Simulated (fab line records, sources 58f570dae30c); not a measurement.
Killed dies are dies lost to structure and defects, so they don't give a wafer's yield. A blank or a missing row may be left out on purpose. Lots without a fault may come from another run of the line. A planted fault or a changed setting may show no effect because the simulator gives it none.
Problem report in the 8D (eight disciplines) form, filled by code | flow berkeley_cmos170 | the parts of the form that need people (team, actions taken, sign-off) are left out

1. THE PROBLEM
PVT_TW at UCB170_PVT_TW_MEAS_09 reads a mean of 486.2 on 6 wafers of 2 lots; wafers without a fault read 508.2 with a standard deviation of 2.3. That is -9.6 standard deviations from the usual mean.
First seen on wafer L272.1, day 8 15:15, on film_metro-02. The record holds 42 wafers of 14 lots with a number at this step. Rule for "out", or "out of limits": more than 4 standard deviations from the usual mean. The other wafers with a number count as sound.

2. WHAT IT IS AND WHAT IT IS NOT
question                    | is                     | is not
which readings at this step | PVT_TW                 | -
which lots                  | L272, L273             | L257, L258, L260, L261, L265, L267, L268, L274, L275, L277, L278, L279
which wafers of those lots  | all that have a number | -
read on which gauges        | film_metro-02          | film_metro-01, film_metro-04
when                        | from day 8 15:15       | up to then (21 sound wafers); but 15 sound wafers of L274, L275, L277, L278, L279 came after

3. SUSPECTS, AND WHAT RULES EACH OUT
Counting: a tool at a process step up to the reading stays a suspect if it ran every lot that is out and no sound lot after the first of them.
- the gauge at UCB170_PVT_TW_MEAS_09: kept. All the wafers that are out were read on film_metro-02, and no step on other tools shows them out.
- implanter-02 at UCB170_PVT_IMPLANT_07: kept. It ran every lot that is out, first L272 (day 8 15:00), and no sound lot after that; its last sound lot up to then is L268 (day 8 06:05).
Left after counting: implanter-02 at UCB170_PVT_IMPLANT_07, film_metro-02 at UCB170_PVT_TW_MEAS_09.

4. THE CAUSE (what the simulator had put in)
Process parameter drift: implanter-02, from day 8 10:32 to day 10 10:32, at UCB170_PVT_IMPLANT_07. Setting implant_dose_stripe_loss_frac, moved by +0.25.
Counting left 2 suspects, and this tool is among them.

5. THE CHAIN OF EFFECTS, in route order
Each row: a reading whose mean over the struck wafers that have a number lies more than 3 standard deviations from the usual. Only readings for which the record gives a usual standard deviation are gone through. hours: the time from each lot's start at the first step in this table that gives one to its start at this step, as a median over the lots. sigmas: the change in usual standard deviations.
hours | step                  | reading | usual | on struck wafers | change | sigmas
0     | UCB170_PVT_TW_MEAS_09 | PVT_TW  | 508.2 | 486.2            | -22.0  | -9.6
Later measuring or inspecting steps at which every struck wafer that the step has a row for has a number for every such reading, and none has moved that far: UCB170_PLDD_OVL_MEAS_07, UCB170_NLDD_CD_MEAS_06.

6. WHAT WOULD HAVE CAUGHT IT SOONER
In this record the first reading out of limits at a measuring or inspecting step was taken at day 8 15:15, 5 hours after the fault began at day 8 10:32.
Of the tool readings at UCB170_PVT_IMPLANT_07 for which the record gives a usual standard deviation, none was out on any struck wafer, so an alarm limit of 4 standard deviations on them would not have fired.
Of the lots that are out (2), L273 began UCB170_PVT_IMPLANT_07 on implanter-02 after day 8 15:15. A hold on the tool at that time would have spared it.
